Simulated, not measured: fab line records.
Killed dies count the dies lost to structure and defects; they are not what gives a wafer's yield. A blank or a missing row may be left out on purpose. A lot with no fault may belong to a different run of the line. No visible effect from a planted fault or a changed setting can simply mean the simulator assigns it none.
The tool behind it: which one?	flow rit cmos	14 lots with 42 wafers sampled at 4 steps, on a route of 202 steps

## WHAT THE GAUGES READ, wafer by wafer
RIT_FOX2_THK_MEAS_90.
lot	measured	on	FIELD_OXIDE_LEFT_1_THK (nm)
L763	day 2 01:32	film metro-01	324 325 321
L764	day 2 05:50	film metro-01	309 311 310
L765	day 2 12:15	film metro-03	318 321 319
L766	day 2 16:35	film metro-02	324 330 323
L768	day 3 03:06	film metro-02	330 334 329
L771	day 3 16:16	film metro-03	327 333 331
L772	day 3 22:21	film metro-02	320 323 324
L773	day 4 02:57	film metro-03	325 325 330
L775	day 4 12:29	film metro-02	325 333 327
L776	day 4 18:20	film metro-02	315 317 317
L777	day 4 23:43	film metro-02	325 328 328
L778	day 5 04:34	film metro-02	317 319 314
L779	day 5 08:23	film metro-02	321 311 315
L782	day 5 23:47	film metro-02	319 317 317

RIT_PSD_OVL_MEAS_06.
lot	measured	on	PSD_OVL (nm)
L763	day 3 06:35	overlay-01	4.7 2.9 3.9
L764	day 3 10:32	overlay-02	-3.4 -3.1 -2.5
L765	day 3 19:44	overlay-01	0.6 0.3 1.9
L766	day 3 22:49	overlay-02	0.9 -0.4 -0.7
L768	day 4 08:35	overlay-02	2.7 2.1 0.9
L771	day 4 22:26	overlay-02	1.4 1.1 1.8
L772	day 5 03:43	overlay-02	0.0 0.3 0.9
L773	day 5 10:38	overlay-02	-2.2 -1.5 -2.0
L775	day 5 17:01	overlay-01	0.2 0.2 0.7
L776	day 5 23:25	overlay-01	-0.5 -1.5 0.2
L777	day 6 04:07	overlay-01	-0.6 -0.6 -0.4
L778	day 6 08:39	overlay-01	1.5 -0.3 1.4
L779	day 6 13:16	overlay-01	-0.1 -1.0 -0.4
L782	day 7 04:50	overlay-01	1.4 1.1 0.0

RIT_CONTACT_OVL_MEAS_09.
lot	measured	on	CONTACT_OVL (nm)
L763	day 3 09:50	overlay-02	0.5 1.0 0.8
L764	day 3 13:51	overlay-02	-2.0 0.3 -0.5
L765	day 3 22:56	overlay-01	-1.1 -0.1 -1.1
L766	day 4 02:13	overlay-01	0.2 -0.1 0.5
L768	day 4 11:58	overlay-02	-1.8 -1.5 -1.5
L771	day 5 01:47	overlay-02	1.8 1.8 0.6
L772	day 5 07:01	overlay-02	0.5 2.2 1.2
L773	day 5 14:11	overlay-01	-0.2 -0.5 -1.2
L775	day 5 20:27	overlay-01	130.9 130.8 131.4
L776	day 6 02:44	overlay-01	-0.2 1.0 0.7
L777	day 6 07:34	overlay-01	132.0 132.9 132.7
L778	day 6 11:58	overlay-01	0.4 -0.6 0.4
L779	day 6 16:30	overlay-01	2.4 1.8 2.0
L782	day 7 08:13	overlay-01	5.0 2.9 4.7

## WHICH TOOL RAN EACH LOT (tool, then ch and the chambers of the sampled wafers, then the start)
lot	RIT_CONTACT_EXPOSE_05
L763	iline stepper-01 ch 0, day 3 09:12
L764	iline stepper-02 ch 0, day 3 13:13
L765	iline stepper-02 ch 0, day 3 22:17
L766	iline stepper-01 ch 0, day 4 01:37
L768	iline stepper-02 ch 0, day 4 11:22
L771	iline stepper-01 ch 0, day 5 01:11
L772	iline stepper-02 ch 0, day 5 06:23
L773	iline stepper-01 ch 0, day 5 13:32
L775	iline stepper-02 ch 0, day 5 19:49
L776	iline stepper-01 ch 0, day 6 02:05
L777	iline stepper-02 ch 0, day 6 06:52
L778	iline stepper-01 ch 0, day 6 11:20
L779	iline stepper-01 ch 0, day 6 15:53
L782	iline stepper-01 ch 0, day 7 07:33
- RIT_CONTACT_EXPOSE_05: exposes mask M11, target cd 1000 nm.

## WHAT THE TOOLS THEMSELVES READ (means of the sampled wafers that have a number; where no wafer has one, the mark that the record gives instead)
The record holds no such reading with a usual standard deviation.

## THE ANSWER, worked out from the rows above alone
Rule: the lots themselves supply what counts as usual. Put in order of their means at a reading, lots are off if they are a third of the lots or fewer, leave a main group of 4 or more, and stand apart from it by a gap of 3 or more times the standard deviation of the main group's means; of several such gaps the widest counts. Not used: any main group whose means are identical at the precision the tables above print for the reading. Also off: a lot with no number at a reading for which 4 or more lots have one. The other lots that the step has rows for count as sound. Order of review: gauges by route order, followed by the tools' own readings, for which a lot's mean as printed above is used. At the first step where some lot is off, the reading lying furthest off is the one used; lots without a number count as furthest.
Off: L775, L777, at RIT_CONTACT_OVL_MEAS_09 (CONTACT_OVL). The main group: mean 0.6 nm, standard deviation 1.5.
A tool fits if, at a process step before that reading, it ran every lot that is off, and no sound lot after the first of them. The gauges at RIT_CONTACT_OVL_MEAS_09 are tried like those tools. One candidate fits, namely iline stepper-02 at RIT_CONTACT_EXPOSE_05. A fault onset in the window from L772 (day 5 06:23, its last sound lot) to L775 (day 5 19:49, its first lot off) fits.

## WHAT THE SIMULATOR HAD PUT IN
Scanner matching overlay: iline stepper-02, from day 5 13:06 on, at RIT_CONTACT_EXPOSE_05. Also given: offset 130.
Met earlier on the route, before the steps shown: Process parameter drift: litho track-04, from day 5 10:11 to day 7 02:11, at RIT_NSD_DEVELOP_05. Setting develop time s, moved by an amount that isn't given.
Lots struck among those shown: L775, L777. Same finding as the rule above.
